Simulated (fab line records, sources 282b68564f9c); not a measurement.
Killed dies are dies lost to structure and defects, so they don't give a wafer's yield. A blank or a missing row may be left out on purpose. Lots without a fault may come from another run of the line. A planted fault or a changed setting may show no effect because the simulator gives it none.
Which tool did it? | flow rit_cmos | 13 lots, 39 wafers sampled, at 2 steps of a route of 202

WHAT THE GAUGES READ, wafer by wafer
The record holds no reading of a measuring or inspecting step that can be judged against a usual standard deviation.

WHICH TOOL RAN EACH LOT (tool, then ch and the chambers of the sampled wafers, then the start)
lot  | RIT_SPACER_ETCHBACK_05            | RIT_M1_PROBE_99
L431 | rie_diel-04 ch 0,1,3, day 3 00:47 | -
L432 | rie_diel-01 ch 1,2,3, day 3 07:14 | -
L434 | rie_diel-01 ch 1,2, day 3 19:20   | -
L435 | rie_diel-04 ch 0,1,3, day 3 23:47 | -
L436 | rie_diel-02 ch 0,2,3, day 4 03:40 | -
L441 | rie_diel-04 ch 0,2, day 5 05:14   | -
L445 | rie_diel-01 ch 0,3, day 6 00:46   | -
L447 | rie_diel-01 ch 0,2, day 6 10:46   | prober-01, day 6 22:39
L449 | rie_diel-01 ch 0,3, day 6 20:14   | -
L451 | rie_diel-02 ch 1,3, day 7 03:41   | -
L452 | rie_diel-01 ch 0,2,3, day 7 09:50 | -
L453 | rie_diel-02 ch 0,2,3, day 7 17:47 | -
L454 | rie_diel-04 ch 1,3, day 7 19:25   | -
- RIT_SPACER_ETCHBACK_05: etches Si3N4 in SF6/CHF3, stops on SiO2, target depth 250 nm, time 240 s.
- RIT_M1_PROBE_99

WHAT THE TOOLS THEMSELVES READ (means of the sampled wafers that have a number; where no wafer has one, the mark that the record gives instead)
RIT_SPACER_ETCHBACK_05. Usual: drypump_motor_current_A 5.7 A, standard deviation 0.49; oes_product_au 0.827 a.u., standard deviation 0.0083; run_length_s 268.2 s, standard deviation 0.41; throttle_valve_pct 10.33 %, standard deviation 0.16.
lot  | tool        | drypump_motor_current_A (A) | oes_product_au (a.u.) | run_length_s (s) | throttle_valve_pct (%) | flag
L431 | rie_diel-04 | 6.0                         | 0.834                 | 268.4            | 10.45                  |
L432 | rie_diel-01 | 5.6                         | 0.821                 | 268.1            | 10.35                  |
L434 | rie_diel-01 | 5.7                         | 0.825                 | 268.5            | 10.32                  |
L435 | rie_diel-04 | 6.1                         | 0.835                 | 268.4            | 10.44                  |
L436 | rie_diel-02 | 5.5                         | 0.824                 | 268.2            | 10.25                  |
L441 | rie_diel-04 | 5.5                         | 0.886                 | 256.4            | 10.38                  | OFF
L445 | rie_diel-01 | 6.0                         | 0.831                 | 268.4            | 10.34                  |
L447 | rie_diel-01 | 6.2                         | 0.824                 | 268.4            | 10.27                  |
L449 | rie_diel-01 | 6.0                         | 0.822                 | 268.3            | 10.34                  |
L451 | rie_diel-02 | 5.4                         | 0.834                 | 268.2            | 10.27                  |
L452 | rie_diel-01 | 6.1                         | 0.825                 | 268.5            | 10.30                  |
L453 | rie_diel-02 | 5.5                         | 0.822                 | 268.0            | 10.24                  |
L454 | rie_diel-04 | 5.9                         | 0.818                 | 268.6            | 10.47                  |

RIT_M1_PROBE_99. Usual: killed_at_contacts 0.1, standard deviation 0.35; killed_at_front_end 6.9, standard deviation 2.8; killed_dies 7.0, standard deviation 2.8; killed_open 3.4, standard deviation 2; killed_short 3.5, standard deviation 2.1.
lot  | tool      | killed_at_contacts | killed_at_front_end | killed_dies | killed_open | killed_short | flag
L447 | prober-01 | 0.0                | 7.0                 | 7.0         | 4.0         | 2.7          |

THE ANSWER, worked out from the rows above alone
Rule: a lot is off if the mean of its wafers that have a number lies more than 3 standard deviations from the usual mean. A lot without any number at a reading at which 4 lots or more have one is off too. The other lots that the step has rows for count as sound. The gauges are gone through in route order, then the tools' own readings, and for those a lot's mean is taken as printed above. The first step at which some lot is off is used, and at that step the reading that is off furthest; a lot without a number counts as furthest.
Off: L441, at RIT_SPACER_ETCHBACK_05 (run_length_s).
A tool fits if, at that step or a process step before it, it ran every lot that is off, and no sound lot after the first of them. None of those tried fits.

WHAT THE SIMULATOR HAD PUT IN
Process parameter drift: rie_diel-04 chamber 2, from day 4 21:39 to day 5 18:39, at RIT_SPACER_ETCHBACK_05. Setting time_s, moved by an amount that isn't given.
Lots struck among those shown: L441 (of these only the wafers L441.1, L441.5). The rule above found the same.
